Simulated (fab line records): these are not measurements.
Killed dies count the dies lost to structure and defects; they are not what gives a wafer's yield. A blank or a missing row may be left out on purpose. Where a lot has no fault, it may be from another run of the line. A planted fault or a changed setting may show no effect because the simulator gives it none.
Check for tools in common + flow berkeley-cmos170 + Sampled: 14 lots, 42 wafers

## WHAT PROMPTED THE OPENING
2 of 14 lots carry a flag on the reading NWELL_TW at UCB170_NWELL_TW_MEAS_16. No-fault wafers: 1254, standard deviation 12.
Rule: a lot is flagged in two cases, either no wafer of it has a number, or all its wafers with numbers fall more than 4 standard deviations from that mean. As for the other lots, they are considered sound.

| lot  | measured    | on            | NWELL_TW, wafer by wafer | flag    |
|------|-------------|---------------|--------------------------|---------|
| L319 | day 2 11:08 | film-metro-02 | 1247 1243 1240           |         |
| L321 | day 2 19:31 | film-metro-02 | 1248 1236 1241           |         |
| L322 | day 3 06:44 | film-metro-02 | 1242 1249 1244           |         |
| L324 | day 3 21:13 | film-metro-04 | 1275 1264 1273           |         |
| L323 | day 3 21:33 | film-metro-02 | 1250 1244 1238           |         |
| L326 | day 4 11:30 | film-metro-04 | 1279 1267 1269           |         |
| L325 | day 4 11:37 | film-metro-02 | 1243 1236 1247           |         |
| L328 | day 4 15:31 | film-metro-01 | 1260 1260 1264           |         |
| L327 | day 4 15:47 | film-metro-04 | 1269 1267 1271           |         |
| L330 | day 4 18:23 | film-metro-02 | 1245 1243 1241           |         |
| L333 | day 5 05:50 | film-metro-01 | 1264 1267 1263           |         |
| L332 | day 5 06:22 | film-metro-04 | 1484 1485 1493           | FLAGGED |
| L339 | day 6 18:38 | film-metro-01 | 1485 1492 1478           | FLAGGED |
| L342 | day 7 11:49 | film-metro-01 | 1253 1253 1259           |         |
The numbers of the flagged lots are 1486 on average: +232 against the usual, or +19 standard deviations.

## WHICH TOOL EACH LOT WENT THROUGH
2 process steps preceding the reading are held in the record, out of 331 steps in the route. Every cell lists first the tool, next ch and the chambers used by the sampled wafers, and last the start.
| lot  | flag    | UCB170_NWELL_IMPLANT_14        | UCB170_NWELL_STRIP_15               |
|------|---------|--------------------------------|-------------------------------------|
| L319 |         | implanter-02 ch 0, day 2 10:50 | plasma-asher-01 ch 1, day 2 10:57   |
| L321 |         | implanter-03 ch 0, day 2 19:17 | plasma-asher-02 ch 0,1, day 2 19:24 |
| L322 |         | implanter-02 ch 0, day 3 06:29 | plasma-asher-03 ch 0,1, day 3 06:38 |
| L324 |         | implanter-03 ch 0, day 3 20:58 | plasma-asher-01 ch 0,1, day 3 21:07 |
| L323 |         | implanter-02 ch 0, day 3 21:19 | plasma-asher-01 ch 0,1, day 3 21:26 |
| L326 |         | implanter-03 ch 0, day 4 11:15 | plasma-asher-01 ch 0,1, day 4 11:24 |
| L325 |         | implanter-02 ch 0, day 4 11:24 | plasma-asher-01 ch 0,1, day 4 11:32 |
| L328 |         | implanter-02 ch 0, day 4 15:16 | plasma-asher-02 ch 0,1, day 4 15:24 |
| L327 |         | implanter-03 ch 0, day 4 15:33 | plasma-asher-01 ch 0,1, day 4 15:40 |
| L330 |         | implanter-03 ch 0, day 4 18:10 | plasma-asher-02 ch 0,1, day 4 18:17 |
| L333 |         | implanter-01 ch 0, day 5 05:35 | plasma-asher-01 ch 0,1, day 5 05:44 |
| L332 | FLAGGED | implanter-02 ch 0, day 5 06:08 | plasma-asher-02 ch 0,1, day 5 06:15 |
| L339 | FLAGGED | implanter-02 ch 0, day 6 18:25 | plasma-asher-03 ch 0,1, day 6 18:33 |
| L342 |         | implanter-01 ch 0, day 7 11:35 | plasma-asher-03 ch 0,1, day 7 11:42 |
What is done by these steps:
- UCB170_NWELL_IMPLANT_14
- UCB170_NWELL_STRIP_15: strips in O2.
- UCB170_NWELL_TW_MEAS_16

## FLAGGED OVER TOTAL, TOOL BY TOOL (the gauges that took the reading come last)
| step                    | tool            | lots run | flagged | share of the flagged lots | sound lots run after its first flagged lot |
|-------------------------|-----------------|----------|---------|---------------------------|--------------------------------------------|
| UCB170_NWELL_IMPLANT_14 | implanter-01    | 2        | 0       | none                      | -                                          |
| UCB170_NWELL_IMPLANT_14 | implanter-02    | 7        | 2       | all                       | 0                                          |
| UCB170_NWELL_IMPLANT_14 | implanter-03    | 5        | 0       | none                      | -                                          |
| UCB170_NWELL_STRIP_15   | plasma-asher-01 | 7        | 0       | none                      | -                                          |
| UCB170_NWELL_STRIP_15   | plasma-asher-02 | 4        | 1       | some                      | 0                                          |
| UCB170_NWELL_STRIP_15   | plasma-asher-03 | 3        | 1       | some                      | 1 (L342)                                   |
| UCB170_NWELL_TW_MEAS_16 | film-metro-01   | 4        | 1       | some                      | 1 (L342)                                   |
| UCB170_NWELL_TW_MEAS_16 | film-metro-02   | 6        | 0       | none                      | -                                          |
| UCB170_NWELL_TW_MEAS_16 | film-metro-04   | 4        | 1       | some                      | 0                                          |

## WHAT THE TABLE ALLOWS
Rows of the table that ran each flagged lot: 1, that is implanter-02 at UCB170_NWELL_IMPLANT_14.
- implanter-02 at UCB170_NWELL_IMPLANT_14 ran 7 lots, 2 of them flagged. Its last sound lot is L328 (day 4 15:16), its first flagged lot L332 (day 5 06:08): a fault that began between those two fits. Its own readings (dose-ions-cm2, faraday-current-uA) fall more than 4 standard deviations out on all wafers of the flagged lots.
One tool is left: implanter-02 at UCB170_NWELL_IMPLANT_14.

## WHAT THE SIMULATOR HAD INSERTED
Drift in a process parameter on implanter-02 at UCB170_NWELL_IMPLANT_14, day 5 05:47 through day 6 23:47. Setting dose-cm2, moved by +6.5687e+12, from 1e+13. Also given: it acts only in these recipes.
Lots struck among those shown: L332, L339. Same finding as the rule above.
